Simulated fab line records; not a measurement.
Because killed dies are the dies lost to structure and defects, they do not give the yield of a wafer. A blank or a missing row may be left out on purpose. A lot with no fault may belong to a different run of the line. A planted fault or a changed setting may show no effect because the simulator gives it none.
Matching of chambers / flow rit-cmos / 4 sister chambers for RIT_GATE_ETCH_19 on rie-si-01
The step etches poly-Si in SF6/CHF3/O2, stops on SiO2, time 165 s, target depth 312.5 nm. 8 wafers are shown with their chamber, then 9 later ones without.

## WAFERS WITH THEIR CHAMBER
wafer=L981.4; chamber=2; drypump-motor-current-A (A)=5.74; throttle-valve-pct (%)=10.31
wafer=L983.1; chamber=2; drypump-motor-current-A (A)=5.76; throttle-valve-pct (%)=10.33
wafer=L987.6; chamber=0; drypump-motor-current-A (A)=5.91; throttle-valve-pct (%)=10.25
wafer=L991.4; chamber=3; drypump-motor-current-A (A)=5.28; throttle-valve-pct (%)=10.12
wafer=L991.6; chamber=1; drypump-motor-current-A (A)=5.58; throttle-valve-pct (%)=10.29
wafer=L993.1; chamber=1; drypump-motor-current-A (A)=5.59; throttle-valve-pct (%)=10.31
wafer=L993.2; chamber=3; drypump-motor-current-A (A)=5.28; throttle-valve-pct (%)=10.14
wafer=L993.3; chamber=0; drypump-motor-current-A (A)=5.89; throttle-valve-pct (%)=10.24

## WAFERS MISSING THEIR CHAMBER
wafer=L999.1; drypump-motor-current-A (A)=5.30; throttle-valve-pct (%)=10.14
wafer=L999.4; drypump-motor-current-A (A)=5.77; throttle-valve-pct (%)=10.32
wafer=L999.6; drypump-motor-current-A (A)=5.88; throttle-valve-pct (%)=10.25
wafer=L104.1; drypump-motor-current-A (A)=5.26; throttle-valve-pct (%)=10.13
wafer=L104.3; drypump-motor-current-A (A)=5.59; throttle-valve-pct (%)=10.28
wafer=L104.4; drypump-motor-current-A (A)=5.77; throttle-valve-pct (%)=10.31
wafer=L103.1; drypump-motor-current-A (A)=5.77; throttle-valve-pct (%)=10.33
wafer=L103.2; drypump-motor-current-A (A)=5.58; throttle-valve-pct (%)=10.30
wafer=L103.3; drypump-motor-current-A (A)=5.30; throttle-valve-pct (%)=10.13

## WHICH CHAMBER EACH WENT THROUGH
wafer=L999.1; from the rows above=3; in truth=3
wafer=L999.4; from the rows above=2; in truth=2
wafer=L999.6; from the rows above=0; in truth=0
wafer=L104.1; from the rows above=3; in truth=3
wafer=L104.3; from the rows above=1; in truth=1
wafer=L104.4; from the rows above=2; in truth=2
wafer=L103.1; from the rows above=2; in truth=2
wafer=L103.2; from the rows above=1; in truth=1
wafer=L103.3; from the rows above=3; in truth=3
Correctly placed: 9 of 9. Number that these rows cannot place: 0. Wrongly placed: 0.
How it was worked out, from the rows above alone: a wafer's distance from a chamber is the root of the sum, over the readings, of the square of ((its reading less the chamber's mean) divided by the reading's scatter). If the next closest chamber is less than 2 further off than the closest, the wafer can't be placed; otherwise it belongs to the closest. Each chamber's mean is taken over the wafers shown for it. How the scatter is found: for the shown wafers, subtract from each reading the mean of its chamber, square and add these, divide the total by (wafers less chambers), then take the root.
